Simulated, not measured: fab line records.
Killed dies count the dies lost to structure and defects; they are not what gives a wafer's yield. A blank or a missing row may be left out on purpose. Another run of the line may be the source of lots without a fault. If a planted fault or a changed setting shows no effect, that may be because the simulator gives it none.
Struck lot and sound lot, side by side / flow ritCmos / 17 out of 202 route steps
Sound: the wafers L132.1, L132.2, L132.3. Struck: wafers L147.1, L147.2, L147.5. The cause is given at the end.
Order at every step that has rows: each side's tool, ch and its chambers, its first start. Under that, the readings that differ: sound wafers / struck wafers / difference of the means / sigmas: that difference in standard deviations of wafers without a fault.
alike: same words and numbers on both sides, and readings whose means sit less than 2 such deviations apart. not compared: any withheld reading, any reading some wafer has no value for, any bound like >300 that may hide the same value, and any number with overlapping values for which the record gives no deviation.
A row with sigmas, a row that says differs or no value, or rows on one side alone: a step with any of these is where the two part. When numbers do not overlap yet have no deviation, they are printed without sigmas and do not part them. A reading missing from all wafers of one side parts the sides only when that side holds two or more wafers.

first, 2 steps without rows for these wafers: RIT_NRETRO_HARDBAKE_07 (time 120 s); RIT_NRETRO_IMPLANT_08.
RIT_NRETRO_STRIP_09: strips in O2, time 180 s.
  sound on plasmaAsher-02 ch 0,1, day 3 14:32; struck on plasmaAsher-03 ch 0,1, day 6 13:09
  alike: drypumpMotorCurrentA, o2FlowSccm
  not compared: rfHoursCounterH
RIT_NRETRO_TW_MEAS_10:
  sound on filmMetro-02 at day 3 14:43; struck on filmMetro-02 at day 6 13:19
  alike: NRETRO_TW
then, 6 steps without rows for these wafers: RIT_PRETRO_HMDS_00 (prime time 60 s); RIT_PRETRO_COAT_01 (resist thk 1300 nm); RIT_PRETRO_SOFTBAKE_02 (time 60 s); RIT_PRETRO_EXPOSE_03 (exposes mask M5, target cd 43700 nm); RIT_PRETRO_PEB_04; RIT_PRETRO_DEVELOP_05 (develop time 68 s).
RIT_PRETRO_OVL_MEAS_06:
  sound on overlay-01 at day 3 15:40; struck on overlay-02 at day 6 14:25
  alike: PRETRO_OVL
then, 1 step without rows for these wafers: RIT_PRETRO_HARDBAKE_07 (time 120 s).
RIT_PRETRO_IMPLANT_08:
  sound on implanter-03 ch 0, day 3 15:57; struck on implanter-04 ch 0, day 6 14:43
reading=beamEnergyKeV; sound=45.020 45.003 45.025; struck=60.741 60.733 60.730; difference=+15.719; sigmas=+99 or more
reading=model.implant.rpNm (nm); sound=146.4 146.4 146.4; struck=189.4 189.4 189.4; difference=+43.0; sigmas=
reading=model.implant.drpNm (nm); sound=55.07 55.07 55.07; struck=65.12 65.12 65.12; difference=+10.05; sigmas=
RIT_PRETRO_STRIP_09: strips in O2, time 180 s.
  sound on plasmaAsher-01 ch 0,1, day 3 16:06; struck on plasmaAsher-01 ch 0,1, day 6 14:52
  alike: drypumpMotorCurrentA, o2FlowSccm
  not compared: rfHoursCounterH
RIT_PRETRO_TW_MEAS_10:
  sound on filmMetro-04 at day 3 16:16; struck on filmMetro-04 at day 6 15:02
reading=PRETRO_TW; sound=483.6 481.0 481.3; struck=503.6 506.7 504.3; difference=+22.9; sigmas=+8
then, 1 step without rows for these wafers: RIT_GATE_WET_ETCH_00 (etches SiO2 in BOE, target depth 56 nm, time 60 s).
RIT_M1_PROBE_99:
  sound on prober-01 at day 4 21:04; struck on prober-02 at day 7 17:32
reading=killed_at_M0_to_M3; sound=0 0 0; struck=0 0 1; difference=+0; sigmas=+2
reading=model.etest.nmos_0p3.rOnOhmUm; sound=2083 2064 2088; struck=1970 1918 1915; difference=-144; sigmas=
reading=model.etest.nmos_0p15.rOnOhmUm; sound=1101 1096 1087; struck=1074 1032 1027; difference=-50; sigmas=
reading=model.etest.nmosTurned.driveUaUm; sound=343 346.4 333.1; struck=403.3 420.7 421.7; difference=+74.4; sigmas=
reading=model.etest.nmos_0p15.driveUaUm; sound=485.8 498.6 486.9; struck=526.6 542.1 541; difference=+46.1; sigmas=
reading=model.etest.nmosNarrow.driveUaUm; sound=241.2 248 239.3; struck=272.5 280.3 281.6; difference=+35.3; sigmas=
reading=model.etest.nmos_0p3.driveUaUm; sound=238.5 246.5 236.9; struck=266.9 274.2 275.4; difference=+31.5; sigmas=
reading=model.etest.retroEdgeNmos.offLog10AUm; sound=-9.936 -9.839 -9.829; struck=-8.421 -8.467 -8.386; difference=+1.443; sigmas=
reading=model.etest.nmos_0p15.offLog10AUm; sound=-10.1 -9.893 -9.974; struck=-8.659 -8.691 -8.595; difference=+1.341; sigmas=
  alike: killedAtFrontEnd, killedDies, killedOnRim, killedOpen, killedShort

== WHERE THEY PART ==
At RIT_PRETRO_IMPLANT_08 first; at RIT_M1_PROBE_99 last (within this record only).

WHY: what the simulator had put in
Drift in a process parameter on implanter-04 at RIT_PRETRO_IMPLANT_08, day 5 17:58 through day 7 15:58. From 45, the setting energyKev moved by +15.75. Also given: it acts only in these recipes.
